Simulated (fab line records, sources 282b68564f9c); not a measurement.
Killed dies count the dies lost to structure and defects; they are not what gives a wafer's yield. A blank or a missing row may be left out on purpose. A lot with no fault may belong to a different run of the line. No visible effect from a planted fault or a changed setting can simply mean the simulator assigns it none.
Comparing a struck lot with a sound one / flow rit-cmos / 34 steps out of a route of 202
Sound: wafers L642.4, L642.5, L642.6. Struck: wafers L651.4, L651.5, L651.6. Last of all comes the cause.
For every step that has rows: the tool of each side, followed by ch and its chambers, followed by its first start. Under that, the readings that differ: sound wafers / struck wafers / difference of the means / sigmas: that difference in standard deviations of wafers without a fault.
alike: readings whose means differ by less than 2 such deviations, and words and numbers that are the same on both sides. not compared: withheld readings, readings that some wafer has no value for, bounds like >300 that may hide the same value, and numbers for which the record gives no deviation and whose values overlap.
A row with sigmas, a row that says differs or no value, or rows on one side alone: a step with any of these is where the two part. Numbers that have no deviation but don't overlap get no sigmas and don't part them. A reading that every wafer of one side lacks parts them only if that side has two wafers or more.

first, 2 steps without rows for these wafers: RIT_SPACER_CLEAN_02 (cleans in SC2, time 600 s); RIT_SPACER_CVD_03 (deposits Si3N4 from SiH2Cl2/NH3, target thk 250 nm, time 3300 s).
RIT_SPACER_THK_MEAS_04:
  sound on film-metro-02, day 4 23:44; struck on film-metro-04, day 6 21:05
  alike: SPACER_NITRIDE_THK
RIT_SPACER_ETCHBACK_05: etches Si3N4 in SF6/CHF3, stops on SiO2, target depth 250 nm, time 240 s.
  sound on rie-diel-04 ch 0,1,3, day 4 23:46; struck on rie-diel-02 ch 1,2, day 6 21:07
  alike: drypump-motor-current-A, oes-product-au, throttle-valve-pct
  not compared: rf-hours-counter-h
then, 6 steps without rows for these wafers: RIT_NSD_HMDS_00 (prime time 60 s); RIT_NSD_COAT_01 (resist thk 1000 nm); RIT_NSD_SOFTBAKE_02 (time 60 s); RIT_NSD_EXPOSE_03 (exposes mask M9, target cd 40700 nm); RIT_NSD_PEB_04; RIT_NSD_DEVELOP_05 (develop time 50 s).
RIT_NSD_OVL_MEAS_06:
  sound on overlay-02, day 5 00:54; struck on overlay-01, day 6 22:15
  alike: NSD_OVL
then, 1 step without rows for these wafers: RIT_NSD_HARDBAKE_07 (time 60 s).
RIT_NSD_IMPLANT_08:
  sound on implanter-02 ch 0, day 5 01:13; struck on implanter-01 ch 0, day 6 22:29
reading=beam-energy-keV; sound=24.994 24.996 25.006; struck=17.516 17.504 17.495; difference=-7.494; sigmas=-99 or more
reading=model.implant.rp-nm (nm); sound=33.32 33.32 33.32; struck=25.82 25.82 25.82; difference=-7.50; sigmas=
reading=model.implant.drp-nm (nm); sound=14.84 14.84 14.84; struck=11.96 11.96 11.96; difference=-2.88; sigmas=
  alike: end-station-pressure-torr
RIT_NSD_STRIP_09: strips in O2, time 180 s.
  sound on plasma-asher-04 ch 0,1, day 5 01:21; struck on plasma-asher-03 ch 0,1, day 6 22:38
  alike: drypump-motor-current-A
  not compared: rf-hours-counter-h
RIT_NSD_TW_MEAS_10:
  sound on film-metro-04, day 5 01:29; struck on film-metro-03, day 6 22:46
reading=NSD_TW; sound=3109 3120 3117; struck=2857 2857 2858; difference=-258; sigmas=-10
then, 6 steps without rows for these wafers: RIT_PSD_HMDS_00 (prime time 60 s); RIT_PSD_COAT_01 (resist thk 1000 nm); RIT_PSD_SOFTBAKE_02 (time 58.18 s); RIT_PSD_EXPOSE_03 (exposes mask M10, target cd 40900 nm); RIT_PSD_PEB_04; RIT_PSD_DEVELOP_05 (develop time 50 s).
RIT_PSD_OVL_MEAS_06:
  sound on overlay-01, day 5 02:31; struck on overlay-01, day 6 23:48
  alike: PSD_OVL
then, 2 steps without rows for these wafers: RIT_PSD_HARDBAKE_07 (time 60 s); RIT_PSD_IMPLANT_08.
RIT_PSD_STRIP_09: strips in O2, time 180 s.
  sound on plasma-asher-04 ch 0,1, day 5 02:53; struck on plasma-asher-03 ch 0,1, day 7 00:10
  alike: drypump-motor-current-A
  not compared: rf-hours-counter-h
RIT_PSD_TW_MEAS_10:
  sound on film-metro-02, day 5 03:02; struck on film-metro-04, day 7 00:19
  alike: PSD_TW
then, 3 steps without rows for these wafers: RIT_SDANNEAL_CLEAN_00 (cleans in SC1, time 600 s); RIT_SDANNEAL_CLEAN_01 (cleans in dHF, time 30 s); RIT_SDANNEAL_CLEAN_02 (cleans in SC2, time 600 s).
RIT_SDANNEAL_RTA_03: time 5 s.
  sound on rtp-anneal-02 ch 0, day 5 03:28; struck on rtp-anneal-01 ch 0, day 7 00:45
  alike: chamber-o2-ppm, wafer_temp_C_max
RIT_SDANNEAL_RS_MEAS_04: the measuring method here is four-point-probe.
  sound on film-metro-02, day 5 03:33; struck on film-metro-02, day 7 00:50
  alike: PSD_RS
RIT_SDANNEAL_RS_MEAS_05: the measuring method here is four-point-probe.
  sound on film-metro-02, day 5 03:40; struck on film-metro-02, day 7 00:58
reading=NSD_RS (ohm/sq); sound=84.25 84.22 84.31; struck=86.95 87.18 87.57; difference=+2.97; sigmas=+11
RIT_SDANNEAL_RS_MEAS_06: the measuring method here is four-point-probe.
  sound on film-metro-02, day 5 03:47; struck on film-metro-02, day 7 01:05
  alike: PLDD_RS
RIT_M1_PROBE_99:
  sound on prober-01, day 5 11:13; struck on prober-01, day 7 09:43
reading=model.etest.contact-nplus.end-ohm-um; sound=39.88 40.35 40.03; struck=53.29 51.44 51.7; difference=+12.06; sigmas=
reading=model.etest.nmos_0p15.junction-log10-a-um; sound=-13.62 -13.71 -13.54; struck=-12.82 -13.08 -13.09; difference=+0.63; sigmas=
reading=model.etest.nmos-narrow.off-log10-a-um; sound=-13.39 -13.24 -13.38; struck=-12.98 -12.74 -13.07; difference=+0.41; sigmas=
reading=model.etest.gate-end-array.leak-log10-a-um; sound=-13.06 -13.12 -13.08; struck=-12.66 -12.54 -12.69; difference=+0.46; sigmas=
reading=model.etest.nmos_0p3.off-log10-a-um; sound=-13.27 -13.24 -13.26; struck=-12.89 -12.88 -12.94; difference=+0.35; sigmas=
reading=model.etest.diode-nplus-comb.cj-ff-um2; sound=2.648 2.667 2.629; struck=2.586 2.584 2.566; difference=-0.069; sigmas=
reading=model.etest.diode-nplus-pwell.cj-ff-um2; sound=2.086 2.083 2.074; struck=2.033 2.037 2.008; difference=-0.055; sigmas=
  alike: killed_at_M0_to_M3, killed-at-front-end, killed-dies, killed-open, killed-short
  not compared: model.etest.nmos_0p3.r-on-ohm-um

WHERE THEY PART
Last at RIT_SDANNEAL_RS_MEAS_05 as far as this record goes, first at RIT_NSD_IMPLANT_08. Later steps at which nothing parts them and some readings are alike: RIT_SDANNEAL_RS_MEAS_06, RIT_M1_PROBE_99.

WHY: whatever the simulator had introduced
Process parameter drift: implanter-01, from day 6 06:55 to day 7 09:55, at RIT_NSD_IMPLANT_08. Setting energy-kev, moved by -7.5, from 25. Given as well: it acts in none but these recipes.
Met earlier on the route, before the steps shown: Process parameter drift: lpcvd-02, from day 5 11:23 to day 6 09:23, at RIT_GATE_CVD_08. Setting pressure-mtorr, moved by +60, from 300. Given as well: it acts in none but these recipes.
